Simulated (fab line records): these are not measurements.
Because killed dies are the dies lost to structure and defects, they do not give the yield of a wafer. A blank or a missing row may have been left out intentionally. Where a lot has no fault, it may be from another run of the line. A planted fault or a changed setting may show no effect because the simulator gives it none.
What tool caused it? | flow berkeley cmos170 | 14 lots with 42 wafers sampled at 5 steps, on a route of 331 steps

== WHAT EACH GAUGE READ, for each wafer ==
UCB170_START_THK_MEAS_03. Usual: for START_OXIDE_THK the level is 19.7 nm and the standard deviation is 0.42.
lot  | measured    | on            | START_OXIDE_THK (nm) | flag
L762 | day 1 22:48 | film metro-04 | 20.1 20.6 20.3       |
L763 | day 1 22:48 | film metro-01 | 19.8 19.7 19.9       |
L765 | day 2 13:13 | film metro-01 | 19.3 19.0 19.4       |
L766 | day 2 13:14 | film metro-04 | 19.3 19.3 19.1       |
L769 | day 3 08:08 | film metro-03 | 19.3 19.4 19.2       |
L770 | day 3 13:08 | film metro-01 | 19.9 20.0 19.8       |
L771 | day 3 18:05 | film metro-03 | 19.9 19.5 19.5       |
L773 | day 4 02:50 | film metro-01 | 19.8 20.0 19.9       |
L775 | day 4 09:54 | film metro-04 | 19.6 20.1 19.6       |
L774 | day 4 09:55 | film metro-01 | 19.8 20.4 19.9       |
L777 | day 4 23:05 | film metro-01 | 19.6 19.5 19.4       |
L780 | day 5 14:46 | film metro-01 | 19.9 19.4 19.5       |
L781 | day 5 22:19 | film metro-01 | 19.0 19.2 19.0       |
L783 | day 6 07:12 | film metro-03 | 19.7 20.3 20.1       |

UCB170_ACTIVE_THK_MEAS_03. Usual: for ACTIVE_OXIDE_THK the level is 26.0 nm and the standard deviation is 0.54.
lot  | measured    | on            | ACTIVE_OXIDE_THK (nm) | flag
L762 | day 5 00:28 | film metro-03 | 25.5 25.2 25.4        |
L763 | day 5 00:26 | film metro-04 | 25.8 25.9 25.5        |
L765 | day 5 21:50 | film metro-03 | 26.4 26.5 26.6        |
L766 | day 5 21:50 | film metro-01 | 26.9 27.1 27.3        |
L769 | day 6 04:36 | film metro-04 | 27.0 26.8 26.9        |
L770 | day 6 14:47 | film metro-04 | 25.5 25.9 25.6        |
L771 | day 6 14:48 | film metro-03 | 26.0 25.5 26.1        |
L773 | day 7 02:59 | film metro-01 | 25.3 25.0 25.6        |
L775 | day 7 02:59 | film metro-03 | 25.9 25.4 25.4        |
L774 | day 7 03:01 | film metro-04 | 26.4 26.2 26.3        |
L777 | day 7 19:23 | film metro-01 | 25.7 25.3 25.3        |
L780 | day 8 21:31 | film metro-03 | 26.0 26.3 26.4        |
L781 | day 8 21:27 | film metro-03 | 26.1 26.3 26.6        |
L783 | day 9 17:53 | film metro-04 | 26.9 26.4 25.9        |

== TOOL THAT RAN EACH LOT (tool first, then ch and the chambers of the sampled wafers, then the start) ==
lot  | UCB170_NWELL_ETCH_13              | UCB170_PWELL_ETCH_14              | UCB170_PWELL_STRIP_16
L762 | rie diel-04 ch 1,3, day 3 01:55   | rie diel-01 ch 0,3, day 3 19:11   | plasma asher-03 ch 0,1, day 3 19:26
L763 | rie diel-01 ch 0,1,2, day 3 02:11 | rie diel-03 ch 0,1,2, day 3 19:32 | plasma asher-02 ch 0,1, day 3 19:47
L765 | rie diel-01 ch 0,3, day 3 17:44   | rie diel-03 ch 0,3, day 4 15:46   | plasma asher-02 ch 0,1, day 4 16:01
L766 | rie diel-01 ch 0,1,2, day 3 17:22 | rie diel-01 ch 1,3, day 4 16:13   | plasma asher-01 ch 0,1, day 4 16:28
L769 | rie diel-01 ch 0,1,3, day 4 06:09 | rie diel-04 ch 1,3, day 4 23:54   | plasma asher-01 ch 1, day 5 00:09
L770 | rie diel-01 ch 1,3, day 4 14:57   | rie diel-03 ch 0,3, day 5 09:58   | plasma asher-02 ch 0,1, day 5 10:13
L771 | rie diel-02 ch 0,1, day 4 15:03   | rie diel-04 ch 1,2, day 5 09:54   | plasma asher-03 ch 0,1, day 5 10:09
L773 | rie diel-04 ch 0,1,2, day 4 21:34 | rie diel-03 ch 0,2,3, day 5 20:47 | plasma asher-01 ch 0,1, day 5 21:02
L775 | rie diel-04 ch 1,2,3, day 5 07:20 | rie diel-03 ch 0,2,3, day 6 06:33 | plasma asher-02 ch 0,1, day 6 06:48
L774 | rie diel-01 ch 0,2,3, day 5 07:04 | rie diel-04 ch 0,2,3, day 6 06:39 | plasma asher-03 ch 0,1, day 6 06:56
L777 | rie diel-04 ch 1,2,3, day 5 16:17 | rie diel-03 ch 0,2,3, day 6 13:58 | plasma asher-02 ch 0,1, day 6 14:13
L780 | rie diel-04 ch 0,2,3, day 6 16:56 | rie diel-04 ch 0,1, day 7 16:05   | plasma asher-01 ch 0,1, day 7 16:20
L781 | rie diel-02 ch 1,2,3, day 6 23:08 | rie diel-01 ch 1,2, day 7 15:43   | plasma asher-02 ch 0,1, day 7 15:58
L783 | rie diel-02 ch 0,2,3, day 7 09:24 | rie diel-01 ch 1,2,3, day 8 11:52 | plasma asher-02 ch 0,1, day 8 12:07
- UCB170_NWELL_ETCH_13: etches Si3N4 in CH3F/Ar/O2, stops on SiO2, target depth 246.4 nm, time 154 s.
- UCB170_PWELL_ETCH_14: etches Si3N4 in CH3F/Ar/O2, stops on SiO2, target depth 242 nm, time 151 s.
- UCB170_PWELL_STRIP_16: strips in O2.

== AS READ BY THE TOOLS THEMSELVES (means over the sampled wafers that have a number; for cases with no such wafer, the mark the record gives instead) ==
UCB170_NWELL_ETCH_13. Usual: drypump motor current A 5.9 A, standard deviation 0.33; oes product au 0.942 a.u., standard deviation 0.017; throttle valve pct 8.07 %, standard deviation 0.089.
lot  | tool        | drypump motor current A (A) | oes product au (a.u.) | throttle valve pct (%) | flag
L762 | rie diel-04 | 6.2                         | 0.930                 | 7.98                   |
L763 | rie diel-01 | 5.9                         | 0.937                 | 8.07                   |
L765 | rie diel-01 | 6.3                         | 0.952                 | 8.15                   |
L766 | rie diel-01 | 5.9                         | 0.937                 | 8.09                   |
L769 | rie diel-01 | 6.1                         | 0.946                 | 8.15                   |
L770 | rie diel-01 | 6.1                         | 0.940                 | 8.18                   |
L771 | rie diel-02 | 6.1                         | 0.935                 | 8.12                   |
L773 | rie diel-04 | 5.9                         | 0.941                 | 7.96                   |
L775 | rie diel-04 | 6.1                         | 0.937                 | 7.99                   |
L774 | rie diel-01 | 6.1                         | 0.944                 | 8.12                   |
L777 | rie diel-04 | 6.1                         | 0.933                 | 7.98                   |
L780 | rie diel-04 | 5.7                         | 0.936                 | 7.96                   |
L781 | rie diel-02 | 5.7                         | 0.954                 | 8.06                   |
L783 | rie diel-02 | 5.7                         | 0.949                 | 8.06                   |

UCB170_PWELL_ETCH_14. Usual: drypump motor current A 5.9 A, standard deviation 0.35; oes product au 0.941 a.u., standard deviation 0.016; throttle valve pct 8.04 %, standard deviation 0.1.
lot  | tool        | drypump motor current A (A) | oes product au (a.u.) | throttle valve pct (%) | flag
L762 | rie diel-01 | 6.3                         | 0.947                 | 8.18                   |
L763 | rie diel-03 | 5.9                         | 0.939                 | 8.08                   |
L765 | rie diel-03 | 5.6                         | 0.955                 | 8.00                   |
L766 | rie diel-01 | 6.1                         | 0.947                 | 8.17                   |
L769 | rie diel-04 | 6.3                         | 0.938                 | 7.98                   |
L770 | rie diel-03 | 5.7                         | 0.942                 | 8.02                   |
L771 | rie diel-04 | 6.2                         | 0.947                 | 7.99                   |
L773 | rie diel-03 | 5.8                         | 0.947                 | 8.05                   |
L775 | rie diel-03 | 5.8                         | 0.926                 | 8.05                   |
L774 | rie diel-04 | 5.7                         | 0.937                 | 7.97                   |
L777 | rie diel-03 | 5.8                         | 0.930                 | 8.05                   |
L780 | rie diel-04 | 5.8                         | 0.958                 | 7.95                   |
L781 | rie diel-01 | 5.8                         | 0.925                 | 8.04                   |
L783 | rie diel-01 | 5.9                         | 0.944                 | 8.11                   |

UCB170_PWELL_STRIP_16. Usual: drypump motor current A 5.8 A, standard deviation 0.61; o2 flow sccm 399.8 sccm, standard deviation 1.3; oes product au 0.721 a.u., standard deviation 0.005; strip time to endpoint s 18.07 s, standard deviation 0.092.
lot  | tool            | drypump motor current A (A) | o2 flow sccm (sccm) | oes product au (a.u.) | strip time to endpoint s (s) | flag
L762 | plasma asher-03 | 5.3                         | 399.4               | 0.717                 | 18.13                        |
L763 | plasma asher-02 | 5.6                         | 399.0               | 0.729                 | 18.16                        |
L765 | plasma asher-02 | 6.1                         | 400.0               | 0.720                 | 18.00                        |
L766 | plasma asher-01 | 6.5                         | 400.2               | 0.724                 | 18.05                        |
L769 | plasma asher-01 | 6.6                         | 402.2               | 0.718                 | 18.08                        |
L770 | plasma asher-02 | 5.6                         | 399.7               | 0.720                 | 18.09                        |
L771 | plasma asher-03 | 5.3                         | 398.5               | 0.721                 | 17.99                        |
L773 | plasma asher-01 | 6.5                         | 400.6               | 0.715                 | 18.09                        |
L775 | plasma asher-02 | 6.0                         | 398.7               | 0.722                 | 18.02                        |
L774 | plasma asher-03 | 5.4                         | 400.3               | 0.718                 | 18.03                        |
L777 | plasma asher-02 | 6.1                         | 399.6               | 0.718                 | 17.93                        |
L780 | plasma asher-01 | 6.6                         | 399.3               | 0.723                 | 18.01                        |
L781 | plasma asher-02 | 5.6                         | 399.1               | 0.718                 | 18.15                        |
L783 | plasma asher-02 | 5.6                         | 401.4               | 0.722                 | 17.98                        |

== THE ANSWER, worked out from the rows above alone ==
Rule: a lot is off if the mean of its wafers that have a number lies more than 3 standard deviations from the usual mean. A lot without any number at a reading at which 4 lots or more have one is off too. All remaining lots with rows at the step are treated as sound. First the gauges in route order, then the tools' own readings, where a lot's mean is used as printed above. The first step at which some lot is off is used, and at that step the reading that is off furthest; a lot without a number counts as furthest.
None of the lots is off at any reading shown; this tells nothing.

== WHAT HAD BEEN PUT IN BY THE SIMULATOR ==
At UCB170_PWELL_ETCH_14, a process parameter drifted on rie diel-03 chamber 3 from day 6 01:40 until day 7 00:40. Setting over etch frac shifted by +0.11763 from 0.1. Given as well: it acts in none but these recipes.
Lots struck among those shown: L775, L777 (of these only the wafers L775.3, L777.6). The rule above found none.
